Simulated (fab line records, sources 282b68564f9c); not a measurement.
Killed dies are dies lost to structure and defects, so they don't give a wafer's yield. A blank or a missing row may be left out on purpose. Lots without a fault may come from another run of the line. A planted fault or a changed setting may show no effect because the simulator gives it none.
A struck lot beside a sound one | flow rit_cmos | 15 steps out of a route of 202
Sound: wafers L617.3, L617.4, L617.5. Struck: wafers L626.3, L626.5, L626.6. The cause comes at the end.
At each step with rows: each side's tool, then ch and its chambers, then its first start. Under that, the readings that differ: sound wafers | struck wafers | difference of the means | sigmas: that difference in standard deviations of wafers without a fault.
alike: readings whose means differ by less than 2 such deviations, and words and numbers that are the same on both sides. not compared: withheld readings, readings that some wafer has no value for, bounds like >300 that may hide the same value, and numbers for which the record gives no deviation and whose values overlap.
The two part at a step that has a row with sigmas, a row that says differs or no value, or rows on one side only. Numbers that don't overlap but have no deviation are shown without sigmas and don't part them. A reading that every wafer of one side lacks parts them only if that side has two wafers or more.

RIT_M1_SPUTTER_00: material Al, target thk 400 nm, time 522.8 s.
  sound on pvd_sputter-03, day 4 21:42; struck on pvd_sputter-03, day 6 15:24
  alike: cathode_dc_power_W, throttle_valve_pct
RIT_M1_RS_MEAS_01: measures by four-point-probe.
  sound on film_metro-04, day 4 22:02; struck on film_metro-01, day 6 15:44
  alike: M1_AL_RS
RIT_M1_THK_MEAS_02: measures by xrf.
  sound on film_metro-04, day 4 22:08; struck on film_metro-01, day 6 15:50
  alike: M1_AL_THK
then, 6 steps without rows for these wafers: RIT_M1_HMDS_03 (prime time 60 s); RIT_M1_COAT_04 (resist thk 1300 nm); RIT_M1_SOFTBAKE_05 (time 60 s); RIT_M1_EXPOSE_06 (exposes mask M12, target cd 2600 nm); RIT_M1_PEB_07; RIT_M1_DEVELOP_08 (develop time 68 s).
RIT_M1_CD_MEAS_09: target cd 2600 nm.
  sound on cd_sem-02, day 4 23:16; struck on cd_sem-02, day 6 16:55
  alike: cd_nm
RIT_M1_OVL_MEAS_10:
  sound on overlay-02, day 4 23:21; struck on overlay-02, day 6 17:01
  alike: M1_OVL
then, 1 step without rows for these wafers: RIT_M1_HARDBAKE_11 (time 120 s).
RIT_M1_METAL_ETCH_12: etches Al in Cl2/BCl3, stops on SiO2, time 165 s, target depth 600 nm.
  sound on rie_metal-01 ch 0, day 4 23:44; struck on rie_metal-01 ch 0, day 6 17:23
  reading                                 | sound             | struck            | difference | sigmas
  oes_product_au (a.u.)                   | 0.793 0.787 0.786 | 0.838 0.824 0.831 | +0.042     | +3
  over_etch_frac                          | 0.5 0.5 0.5       | 0.371 0.371 0.371 | -0.129     |
  model.NOVOLAK_of_M1_COAT_04.thk_nm (nm) | 800.4 806.2 808   | 828.7 832.3 828.5 | +25.0      |
  alike: drypump_motor_current_A, throttle_valve_pct
  not compared: rf_hours_counter_h
then, 1 step without rows for these wafers: RIT_M1_STRIP_13 (strips in nmp, time 600 s).
RIT_M1_PROBE_99:
  sound on prober-02, day 5 02:08; struck on prober-01, day 6 19:50
  alike: defect_limited_yield, killed_at_front_end, killed_dies, killed_open, killed_short, sort_bin_3_pad_short, sort_bin_5_function, sort_bin_6_memory, sort_n_pass, sort_yield_pct

WHERE THEY PART
Only at RIT_M1_METAL_ETCH_12, within this record. Later steps at which nothing parts them and some readings are alike: RIT_M1_PROBE_99.

WHY: what the simulator had put in
Process parameter drift: rie_metal-01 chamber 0, from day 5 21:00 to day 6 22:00, at RIT_M1_METAL_ETCH_12. Setting over_etch_frac, moved by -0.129, from 0.5.
